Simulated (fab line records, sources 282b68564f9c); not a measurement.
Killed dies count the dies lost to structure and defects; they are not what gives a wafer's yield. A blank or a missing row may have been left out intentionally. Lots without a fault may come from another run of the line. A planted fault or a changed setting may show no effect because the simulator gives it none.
Problem report in the 8D (eight disciplines) form, filled by code :: flow rit_cmos :: the parts of the form that need people (team, actions taken, sign-off) are left out

1. WHAT WENT WRONG
Wafers without a fault read 208.1 s, standard deviation 0.35; run_length_s at RIT_CONTACT_STRIP_12 reads a mean of 232.7 s on 3 wafers belonging to 2 lots. That puts it +70 standard deviations away from the usual mean.
The step: strips in O2, time 180 s.
The first sign was on wafer L534.3 at day 4 21:50, on plasma_asher-01. At this step, 42 wafers from 14 lots have a number in the record. The rule behind "out" and "out of limits": a value lying over 4 standard deviations away from the usual mean. Any other wafer with a number is counted as sound.

2. WHAT IT IS, WHAT IT ISN'T
question: which readings at this step
is: run_length_s
is not: drypump_motor_current_A, rf_refl_power_W

question: which lots
is: L534, L538
is not: L526, L527, L528, L529, L530, L531, L539, L544, L545, L547, L548, L549

question: which wafers of those lots
is: L534.3, L538.3, L538.5
is not: L534.2, L534.4, L538.4

question: read on which tools
is: plasma_asher-01
is not: plasma_asher-02, plasma_asher-03

question: when
is: from day 4 21:50
is not: up to then (20 sound wafers); but 19 sound wafers of L538, L539, L544, L545, L547, L548, L549 came after

3. THE SUSPECTS, EACH WITH WHAT RULES IT OUT
Counting: any tool at a process step up to the reading remains a suspect provided it ran every lot that is out. Sound lots after the first of them don't rule it out here, since some wafers of a struck lot are sound.
- plasma_asher-01 at RIT_CONTACT_STRIP_12 (strips in O2, time 180 s): kept. It processed each lot that is out (first: L534, day 4 21:50); up to then, its last sound lot is L531 (day 4 05:48). Its own run_length_s readings are out on those wafers.
- Within plasma_asher-01 at RIT_CONTACT_STRIP_12: the wafers that are out ran in chamber 1; their sound lot-mates ran in chamber 0.
After counting, what remains is plasma_asher-01 at RIT_CONTACT_STRIP_12.

4. THE CAUSE (what the simulator had put in)
plasma_asher-01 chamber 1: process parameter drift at RIT_CONTACT_STRIP_12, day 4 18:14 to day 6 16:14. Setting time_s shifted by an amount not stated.
Counting left only this tool.

5. THE EFFECT CHAIN, in route order
Rows list readings where the struck wafers' mean (over those with a number) sits beyond 3 standard deviations from the usual. Readings are gone through only where the record gives a usual standard deviation; hours: the median, over the lots, of the time from a lot's start at the first step in this table giving one to that lot's start at this step; sigmas: the change measured in usual standard deviations.
hours: 0
step: RIT_CONTACT_STRIP_12
reading: run_length_s
usual: 208.1 s
on struck wafers: 232.7
change: +24.6
sigmas: +70
It contains these process steps:
- RIT_CONTACT_STRIP_12: strips in O2, time 180 s.

6. HOW IT WOULD HAVE BEEN CAUGHT EARLIER
First out-of-limits reading in this record: day 4 21:50, which is 4 hours after fault onset at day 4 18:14.
